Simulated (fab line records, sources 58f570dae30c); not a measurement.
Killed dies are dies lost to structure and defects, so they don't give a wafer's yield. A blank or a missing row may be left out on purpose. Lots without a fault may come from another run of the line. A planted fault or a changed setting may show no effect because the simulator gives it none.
Which tool did it? | flow berkeley_cmos170 | 14 lots, 42 wafers sampled, at 1 step of a route of 331

WHAT THE GAUGES READ, wafer by wafer
UCB170_CONTACT_CD_MEAS_15: target cd 700 nm. Usual: cd_nm 700.1 nm, standard deviation 1.3.
lot  | measured     | on        | cd_nm (nm)        | flag
L280 | day 8 18:54  | cd_sem-02 | 701.2 699.6 699.6 |
L283 | day 8 23:50  | cd_sem-02 | 700.4 698.2 700.3 |
L281 | day 9 01:47  | cd_sem-01 | 699.5 698.8 700.0 |
L287 | day 9 09:52  | cd_sem-02 | 702.2 702.6 702.6 |
L284 | day 9 10:02  | cd_sem-01 | 700.9 700.7 700.6 |
L285 | day 9 11:55  | cd_sem-02 | 699.0 697.8 698.4 |
L286 | day 9 12:07  | cd_sem-02 | 700.8 699.5 699.6 |
L289 | day 10 09:47 | cd_sem-01 | 700.8 699.8 698.7 |
L296 | day 12 00:32 | cd_sem-02 | 698.6 698.5 697.5 |
L298 | day 12 00:46 | cd_sem-02 | 700.9 700.4 700.6 |
L299 | day 12 01:00 | cd_sem-01 | 699.1 699.0 698.8 |
L300 | day 12 20:37 | cd_sem-02 | 699.8 699.9 699.1 |
L301 | day 12 20:54 | cd_sem-01 | 699.7 700.9 701.2 |
L302 | day 13 13:49 | cd_sem-02 | 701.0 703.0 699.3 |

WHICH TOOL RAN EACH LOT (tool, then ch and the chambers of the sampled wafers, then the start)
The record holds no process step before these readings.

WHAT THE TOOLS THEMSELVES READ (means of the sampled wafers that have a number; where no wafer has one, the mark that the record gives instead)
The record holds no such reading with a usual standard deviation.

THE ANSWER, worked out from the rows above alone
Rule: a lot is off if the mean of its wafers that have a number lies more than 3 standard deviations from the usual mean. A lot without any number at a reading at which 4 lots or more have one is off too. The other lots that the step has rows for count as sound. The gauges are gone through in route order, then the tools' own readings, and for those a lot's mean is taken as printed above. The first step at which some lot is off is used, and at that step the reading that is off furthest; a lot without a number counts as furthest.
No lot is off at any reading shown: from this, nothing can be told.

WHAT THE SIMULATOR HAD PUT IN
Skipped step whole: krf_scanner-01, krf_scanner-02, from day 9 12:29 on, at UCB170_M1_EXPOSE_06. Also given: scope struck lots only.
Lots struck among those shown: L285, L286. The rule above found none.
